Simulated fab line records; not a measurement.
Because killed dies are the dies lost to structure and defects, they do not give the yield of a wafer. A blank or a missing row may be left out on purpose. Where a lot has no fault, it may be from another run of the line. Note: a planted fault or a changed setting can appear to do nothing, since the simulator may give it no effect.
Which tool was responsible? || flow berkeley-cmos170 || 39 wafers from 13 lots sampled at 3 of the route's 331 steps

== WHAT THE GAUGES READ, wafer by wafer ==
UCB170_M3_RS_MEAS_02: measurement is done with a four-point probe. Usual: M3_AL_RS typically reads 0.0321 ohm/sq, with standard deviation 0.00041.
{"lot": "L429", "measured": "day 8 07:20", "on": "film-metro-01", "M3_AL_RS (ohm/sq)": "0.0319 0.0316 0.0319", "flag": ""}
{"lot": "L430", "measured": "day 8 14:44", "on": "film-metro-04", "M3_AL_RS (ohm/sq)": "0.0320 0.0317 0.0321", "flag": ""}
{"lot": "L431", "measured": "day 9 02:20", "on": "film-metro-04", "M3_AL_RS (ohm/sq)": "0.0325 0.0323 0.0327", "flag": ""}
{"lot": "L432", "measured": "day 9 13:04", "on": "film-metro-02", "M3_AL_RS (ohm/sq)": "0.0321 0.0324 0.0323", "flag": ""}
{"lot": "L433", "measured": "day 9 14:08", "on": "film-metro-01", "M3_AL_RS (ohm/sq)": "0.0314 0.0316 0.0313", "flag": ""}
{"lot": "L434", "measured": "day 9 19:05", "on": "film-metro-02", "M3_AL_RS (ohm/sq)": "0.0320 0.0320 0.0318", "flag": ""}
{"lot": "L435", "measured": "day 10 10:22", "on": "film-metro-04", "M3_AL_RS (ohm/sq)": "0.0317 0.0319 0.0325", "flag": ""}
{"lot": "L445", "measured": "day 12 06:07", "on": "film-metro-02", "M3_AL_RS (ohm/sq)": "0.0318 0.0318 0.0206", "flag": "OFF"}
{"lot": "L448", "measured": "day 13 01:55", "on": "film-metro-04", "M3_AL_RS (ohm/sq)": "0.0317 0.0316 0.0315", "flag": ""}
{"lot": "L449", "measured": "day 13 05:10", "on": "film-metro-01", "M3_AL_RS (ohm/sq)": "0.0316 0.0314 0.0313", "flag": ""}
{"lot": "L452", "measured": "day 14 00:17", "on": "film-metro-02", "M3_AL_RS (ohm/sq)": "0.0328 0.0325 0.0326", "flag": ""}
{"lot": "L451", "measured": "day 14 00:37", "on": "film-metro-04", "M3_AL_RS (ohm/sq)": "0.0317 0.0319 0.0320", "flag": ""}
{"lot": "L450", "measured": "day 14 01:28", "on": "film-metro-04", "M3_AL_RS (ohm/sq)": "0.0327 0.0325 0.0327", "flag": ""}

UCB170_M3_THK_MEAS_03: measures by xrf. Usual: M3_AL_THK typically reads 904 nm, with standard deviation 11.
{"lot": "L429", "measured": "day 8 07:27", "on": "film-metro-01", "M3_AL_THK (nm)": "910 918 911", "flag": ""}
{"lot": "L430", "measured": "day 8 14:51", "on": "film-metro-04", "M3_AL_THK (nm)": "904 906 892", "flag": ""}
{"lot": "L431", "measured": "day 9 02:26", "on": "film-metro-04", "M3_AL_THK (nm)": "892 899 881", "flag": ""}
{"lot": "L432", "measured": "day 9 13:10", "on": "film-metro-02", "M3_AL_THK (nm)": "905 895 899", "flag": ""}
{"lot": "L433", "measured": "day 9 14:16", "on": "film-metro-01", "M3_AL_THK (nm)": "928 919 926", "flag": ""}
{"lot": "L434", "measured": "day 9 19:12", "on": "film-metro-02", "M3_AL_THK (nm)": "905 909 919", "flag": ""}
{"lot": "L435", "measured": "day 10 10:28", "on": "film-metro-04", "M3_AL_THK (nm)": "914 902 893", "flag": ""}
{"lot": "L445", "measured": "day 12 06:14", "on": "film-metro-02", "M3_AL_THK (nm)": "911 911 1403", "flag": "OFF"}
{"lot": "L448", "measured": "day 13 02:01", "on": "film-metro-04", "M3_AL_THK (nm)": "924 920 916", "flag": ""}
{"lot": "L449", "measured": "day 13 05:16", "on": "film-metro-01", "M3_AL_THK (nm)": "912 924 929", "flag": ""}
{"lot": "L452", "measured": "day 14 00:25", "on": "film-metro-02", "M3_AL_THK (nm)": "886 891 896", "flag": ""}
{"lot": "L451", "measured": "day 14 00:44", "on": "film-metro-04", "M3_AL_THK (nm)": "913 908 903", "flag": ""}
{"lot": "L450", "measured": "day 14 01:34", "on": "film-metro-04", "M3_AL_THK (nm)": "884 893 883", "flag": ""}

== WHICH TOOL RAN EACH LOT (tool, then ch and the chambers of the sampled wafers, then the start) ==
{"lot": "L429", "UCB170_M3_SPUTTER_01": "pvd-sputter-02, day 8 07:15"}
{"lot": "L430", "UCB170_M3_SPUTTER_01": "pvd-sputter-04, day 8 14:38"}
{"lot": "L431", "UCB170_M3_SPUTTER_01": "pvd-sputter-02, day 9 02:13"}
{"lot": "L432", "UCB170_M3_SPUTTER_01": "pvd-sputter-04, day 9 12:57"}
{"lot": "L433", "UCB170_M3_SPUTTER_01": "pvd-sputter-03, day 9 14:03"}
{"lot": "L434", "UCB170_M3_SPUTTER_01": "pvd-sputter-02, day 9 19:00"}
{"lot": "L435", "UCB170_M3_SPUTTER_01": "pvd-sputter-04, day 10 10:16"}
{"lot": "L445", "UCB170_M3_SPUTTER_01": "pvd-sputter-03, day 12 06:01"}
{"lot": "L448", "UCB170_M3_SPUTTER_01": "pvd-sputter-04, day 13 01:48"}
{"lot": "L449", "UCB170_M3_SPUTTER_01": "pvd-sputter-04, day 13 05:04"}
{"lot": "L452", "UCB170_M3_SPUTTER_01": "pvd-sputter-02, day 14 00:13"}
{"lot": "L451", "UCB170_M3_SPUTTER_01": "pvd-sputter-04, day 14 00:31"}
{"lot": "L450", "UCB170_M3_SPUTTER_01": "pvd-sputter-02, day 14 01:22"}
- UCB170_M3_SPUTTER_01: material Al, target thk 900 nm, time 120 s.

== WHAT THE TOOLS THEMSELVES READ (means of the sampled wafers that have a number; where no wafer has one, the mark that the record gives instead) ==
UCB170_M3_SPUTTER_01. Usual: throttle-valve-pct reads 30.0 % (standard deviation 1.2).
{"lot": "L429", "tool": "pvd-sputter-02", "throttle-valve-pct (%)": 30.6, "flag": ""}
{"lot": "L430", "tool": "pvd-sputter-04", "throttle-valve-pct (%)": 30.3, "flag": ""}
{"lot": "L431", "tool": "pvd-sputter-02", "throttle-valve-pct (%)": 30.7, "flag": ""}
{"lot": "L432", "tool": "pvd-sputter-04", "throttle-valve-pct (%)": 30.1, "flag": ""}
{"lot": "L433", "tool": "pvd-sputter-03", "throttle-valve-pct (%)": 30.4, "flag": ""}
{"lot": "L434", "tool": "pvd-sputter-02", "throttle-valve-pct (%)": 30.5, "flag": ""}
{"lot": "L435", "tool": "pvd-sputter-04", "throttle-valve-pct (%)": 30.2, "flag": ""}
{"lot": "L445", "tool": "pvd-sputter-03", "throttle-valve-pct (%)": 29.7, "flag": ""}
{"lot": "L448", "tool": "pvd-sputter-04", "throttle-valve-pct (%)": 29.6, "flag": ""}
{"lot": "L449", "tool": "pvd-sputter-04", "throttle-valve-pct (%)": 30.4, "flag": ""}
{"lot": "L452", "tool": "pvd-sputter-02", "throttle-valve-pct (%)": 30.4, "flag": ""}
{"lot": "L451", "tool": "pvd-sputter-04", "throttle-valve-pct (%)": 29.8, "flag": ""}
{"lot": "L450", "tool": "pvd-sputter-02", "throttle-valve-pct (%)": 30.2, "flag": ""}

== THE ANSWER, worked out from the rows above alone ==
Rule: a lot counts as off when the mean over its wafers that have a number is more than 3 standard deviations away from the usual mean. Also off: a lot with no number at a reading for which 4 or more lots have one. Where the step has rows for the other lots, those lots are counted as sound. After the gauges, taken in route order, come the tools' own readings; for these a lot's mean is taken, as printed above. At the first step where some lot is off, the reading lying furthest off is the one used; lots without a number count as furthest.
Off: at UCB170_M3_RS_MEAS_02 (M3_AL_RS), L445.
If a tool, at a process step before that reading, ran all the lots that are off and no sound lot after the first of them, it fits. The gauges at UCB170_M3_RS_MEAS_02 are tried like those tools. One fits: pvd-sputter-03 at UCB170_M3_SPUTTER_01. A fault onset in the window from L433 (day 9 14:03, its last sound lot) to L445 (day 12 06:01, its first lot off) fits.

== WHAT THE SIMULATOR HAD INSERTED ==
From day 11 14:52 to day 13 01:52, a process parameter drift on pvd-sputter-03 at UCB170_M3_SPUTTER_01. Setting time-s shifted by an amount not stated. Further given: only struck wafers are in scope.
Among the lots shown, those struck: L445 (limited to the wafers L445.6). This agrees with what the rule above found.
